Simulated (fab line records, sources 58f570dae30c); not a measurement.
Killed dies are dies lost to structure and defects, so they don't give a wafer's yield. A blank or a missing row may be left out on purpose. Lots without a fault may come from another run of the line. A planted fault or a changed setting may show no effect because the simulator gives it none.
Which tool did it? | flow berkeley_cmos170 | 14 lots, 42 wafers sampled, at 3 steps of a route of 331

WHAT THE GAUGES READ, wafer by wafer
UCB170_WELLDRIVE_THK_MEAS_02. Usual: WELLDRIVE_OXIDE_THK 201 nm, standard deviation 4.2.
lot  | measured    | on            | WELLDRIVE_OXIDE_THK (nm) | flag
L657 | day 4 00:14 | film_metro-03 | 203 205 199              |
L658 | day 4 06:58 | film_metro-03 | 195 197 197              |
L659 | day 4 13:22 | film_metro-02 | 194 189 193              |
L662 | day 4 21:55 | film_metro-03 | 205 203 207              |
L663 | day 4 21:54 | film_metro-01 | 201 204 202              |
L664 | day 5 12:24 | film_metro-01 | 205 206 202              |
L666 | day 5 20:01 | film_metro-02 | 193 194 191              |
L667 | day 6 04:26 | film_metro-03 | 123 130 126              | OFF
L668 | day 6 04:26 | film_metro-02 | 120 116 116              | OFF
L670 | day 6 17:39 | film_metro-03 | 206 206 203              |
L675 | day 8 02:59 | film_metro-01 | 200 203 201              |
L676 | day 8 11:43 | film_metro-03 | 199 198 202              |
L678 | day 8 20:42 | film_metro-02 | 202 202 202              |
L679 | day 8 20:42 | film_metro-01 | 207 205 206              |

UCB170_SDANNEAL_RS_MEAS_02: measures by four-point-probe. Usual: PSD_RS 75.56 ohm/sq, standard deviation 0.24.
lot  | measured     | on            | PSD_RS (ohm/sq)   | flag
L657 | day 8 07:31  | film_metro-03 | 75.77 75.89 76.10 |
L658 | day 8 16:52  | film_metro-02 | 75.60 75.51 75.61 |
L659 | day 8 17:16  | film_metro-03 | 76.01 75.67 75.85 |
L662 | day 9 10:59  | film_metro-02 | 75.54 75.68 75.32 |
L663 | day 9 10:28  | film_metro-03 | 75.26 75.33 75.32 |
L664 | day 9 20:26  | film_metro-03 | 75.20 75.32 75.37 |
L666 | day 10 10:29 | film_metro-02 | 75.66 75.85 75.59 |
L667 | day 10 09:40 | film_metro-02 | 75.32 75.90 75.97 |
L668 | day 10 10:08 | film_metro-04 | 75.68 75.79 75.72 |
L670 | day 10 21:23 | film_metro-04 | 75.09 75.11 75.44 |
L675 | day 12 02:50 | film_metro-04 | 75.59 75.54 75.31 |
L676 | day 12 13:09 | film_metro-03 | 75.33 75.82 75.41 |
L678 | day 13 08:23 | film_metro-03 | 75.41 75.63 75.86 |
L679 | day 13 08:23 | film_metro-02 | 75.78 75.48 75.70 |

WHICH TOOL RAN EACH LOT (tool, then ch and the chambers of the sampled wafers, then the start)
lot  | UCB170_WELLDRIVE_OXIDATION_01
L657 | furnace-04 ch 0, day 3 20:44
L658 | furnace-02 ch 0, day 4 03:27
L659 | furnace-02 ch 0, day 4 09:52
L662 | furnace-01 ch 0, day 4 18:22
L663 | furnace-01 ch 0, day 4 18:22
L664 | furnace-04 ch 0, day 5 08:53
L666 | furnace-02 ch 0, day 5 16:31
L667 | furnace-01 ch 0, day 6 00:56
L668 | furnace-01 ch 0, day 6 00:56
L670 | furnace-04 ch 0, day 6 14:08
L675 | furnace-04 ch 0, day 7 23:29
L676 | furnace-02 ch 0, day 8 08:13
L678 | furnace-04 ch 0, day 8 17:12
L679 | furnace-04 ch 0, day 8 17:12
- UCB170_WELLDRIVE_OXIDATION_01: target thk 199 nm, ox time 9000 s.

WHAT THE TOOLS THEMSELVES READ (means of the sampled wafers that have a number; where no wafer has one, the mark that the record gives instead)
UCB170_WELLDRIVE_OXIDATION_01. Usual: zone_power_load_pct 42 %, standard deviation 5.4.
lot  | tool       | zone_power_load_pct (%) | flag
L657 | furnace-04 | 49                      |
L658 | furnace-02 | 37                      |
L659 | furnace-02 | 37                      |
L662 | furnace-01 | 40                      |
L663 | furnace-01 | 40                      |
L664 | furnace-04 | 49                      |
L666 | furnace-02 | 36                      |
L667 | furnace-01 | 40                      |
L668 | furnace-01 | 40                      |
L670 | furnace-04 | 49                      |
L675 | furnace-04 | 49                      |
L676 | furnace-02 | 37                      |
L678 | furnace-04 | 49                      |
L679 | furnace-04 | 49                      |

THE ANSWER, worked out from the rows above alone
Rule: a lot is off if the mean of its wafers that have a number lies more than 3 standard deviations from the usual mean. A lot without any number at a reading at which 4 lots or more have one is off too. The other lots that the step has rows for count as sound. The gauges are gone through in route order, then the tools' own readings, and for those a lot's mean is taken as printed above. The first step at which some lot is off is used, and at that step the reading that is off furthest; a lot without a number counts as furthest.
Off: L667, L668, at UCB170_WELLDRIVE_THK_MEAS_02 (WELLDRIVE_OXIDE_THK).
A tool fits if, at a process step before that reading, it ran every lot that is off, and no sound lot after the first of them. The gauges at UCB170_WELLDRIVE_THK_MEAS_02 are tried like those tools. One fits: furnace-01 at UCB170_WELLDRIVE_OXIDATION_01. Its last sound lot is L662 (day 4 18:22), its first lot that is off L667 (day 6 00:56): a fault that began between those two fits.

WHAT THE SIMULATOR HAD PUT IN
Process parameter drift: furnace-01, from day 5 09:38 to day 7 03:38, at UCB170_WELLDRIVE_OXIDATION_01. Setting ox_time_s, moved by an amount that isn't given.
Lots struck among those shown: L667, L668. The rule above found the same.
